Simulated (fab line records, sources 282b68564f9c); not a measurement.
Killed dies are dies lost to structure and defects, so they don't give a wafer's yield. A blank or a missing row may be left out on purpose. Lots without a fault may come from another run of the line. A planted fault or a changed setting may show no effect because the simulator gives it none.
Split-lot experiment | flow rit_cmos | 5 lots, 23 wafers read, on a route of 202 steps

THE SPLIT
At RIT_FOX2_OXIDATION_00 (target thk 350.7 nm, ox time 1130 s), the setting temp_c was moved away from the recipe's 1100 C on 15 of the 23 wafers read, by -2.5% to +2.3%. The other wafers ran this setting at the recipe's value.

FROM THE SPLIT TO THE READING: what the file shows between them, 16 steps
- RIT_FOX2_THK_MEAS_01
- RIT_FOX2_CLEAN_02: cleans in dHF, time 180 s
- RIT_FOX2_WET_ETCH_03: etches Si3N4 in H3PO4, target depth 195 nm, time 2700 s
- RIT_FOX2_THK_MEAS_90
- RIT_NWELL_IMPLANT_08 (also split here: dose_cm2)
- RIT_NWELL_STRIP_09: strips in O2, time 180 s
- RIT_NWELL_TW_MEAS_10
- RIT_PWELL_IMPLANT_08 (also split here: energy_kev)
- RIT_PWELL_STRIP_09: strips in O2, time 180 s
- RIT_WELLDRIVE_ANNEAL_00: time 14700 s
- RIT_WELLDRIVE_RS_MEAS_01: measures by four-point-probe
- RIT_NRETRO_IMPLANT_08 (also split here: energy_kev)
- RIT_PRETRO_IMPLANT_08 (also split here: energy_kev)
- RIT_PRETRO_STRIP_09: strips in O2, time 180 s
- RIT_GATE_CLEAN_03: cleans in SC2, time 600 s
- RIT_GATE_CLEAN_04: cleans in dHF, time 60 s

THE READING
FIELD_OXIDE_LEFT_2_THK, in nm, at RIT_FOX2_THK_MEAS_91. Fault-free wafers of this fab line usually give 254 nm, standard deviation 7 nm.

wafer  | tool, chamber at the split | temp_c as run, C | against the recipe | FIELD_OXIDE_LEFT_2_THK, nm | against lot-mates on the recipe
L078.1 | furnace-04, 0              | 1100             | recipe             | 251                        | -
L078.3 | furnace-04, 0              | 1100             | recipe             | 249                        | -
L078.5 | furnace-04, 0              | 1100             | recipe             | 253                        | -
L079.1 | -, -                       | 1073             | -2.5%              | 208                        | no lot-mate on the recipe
L079.3 | -, -                       | 1073             | -2.5%              | 204                        | no lot-mate on the recipe
L079.4 | -, -                       | 1073             | -2.5%              | 209                        | no lot-mate on the recipe
L079.5 | -, -                       | 1073             | -2.5%              | 209                        | no lot-mate on the recipe
L079.6 | -, -                       | 1073             | -2.5%              | 211                        | no lot-mate on the recipe
L080.1 | -, -                       | 1125             | +2.3%              | 293                        | no lot-mate on the recipe
L080.3 | -, -                       | 1125             | +2.3%              | 301                        | no lot-mate on the recipe
L080.4 | -, -                       | 1125             | +2.3%              | 303                        | no lot-mate on the recipe
L080.5 | -, -                       | 1125             | +2.3%              | 302                        | no lot-mate on the recipe
L080.6 | -, -                       | 1125             | +2.3%              | 293                        | no lot-mate on the recipe
L082.1 | -, -                       | 1089             | -1.0%              | 240                        | no lot-mate on the recipe
L082.2 | -, -                       | 1089             | -1.0%              | 242                        | no lot-mate on the recipe
L082.4 | -, -                       | 1089             | -1.0%              | 239                        | no lot-mate on the recipe
L082.5 | -, -                       | 1089             | -1.0%              | 240                        | no lot-mate on the recipe
L082.6 | -, -                       | 1089             | -1.0%              | 242                        | no lot-mate on the recipe
L084.1 | -, -                       | 1100             | recipe             | 263                        | -
L084.3 | -, -                       | 1100             | recipe             | 266                        | -
L084.4 | -, -                       | 1100             | recipe             | 258                        | -
L084.5 | -, -                       | 1100             | recipe             | 260                        | -
L084.6 | -, -                       | 1100             | recipe             | 262                        | -

THE FIT
A straight line over all 23 wafers: FIELD_OXIDE_LEFT_2_THK changes by +18.9 nm for each +1% of temp_c; r = +0.99; the points scatter about the line by 4.7 nm.
Too few moved wafers have a lot-mate on the recipe to fit a line with each lot's own level taken away.

THE WHOLE CHAIN: every reading that the file lists as answering this split, in the file's order
step                  | what it does                        | reading                                                                           | change (the file's fit)              | r (the file's)
RIT_FOX2_OXIDATION_00 | target thk 350.7 nm, ox time 1130 s | SiO2_of_FOX2_OXIDATION_00.thk_nm (the simulator's own value, which no gauge read) | +18.9 nm for each +1% of the setting | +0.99
RIT_FOX2_THK_MEAS_01  |                                     | FOX2_OXIDE_THK                                                                    | +18.9 for each +1% of the setting    | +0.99
RIT_FOX2_THK_MEAS_90  |                                     | FIELD_OXIDE_LEFT_1_THK                                                            | +18.9 for each +1% of the setting    | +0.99
RIT_FOX2_THK_MEAS_91  |                                     | FIELD_OXIDE_LEFT_2_THK                                                            | +19 for each +1% of the setting      | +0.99

THE FILE'S OWN FIT
FIELD_OXIDE_LEFT_2_THK changes by +19 nm for each +1% of temp_c, r = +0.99.
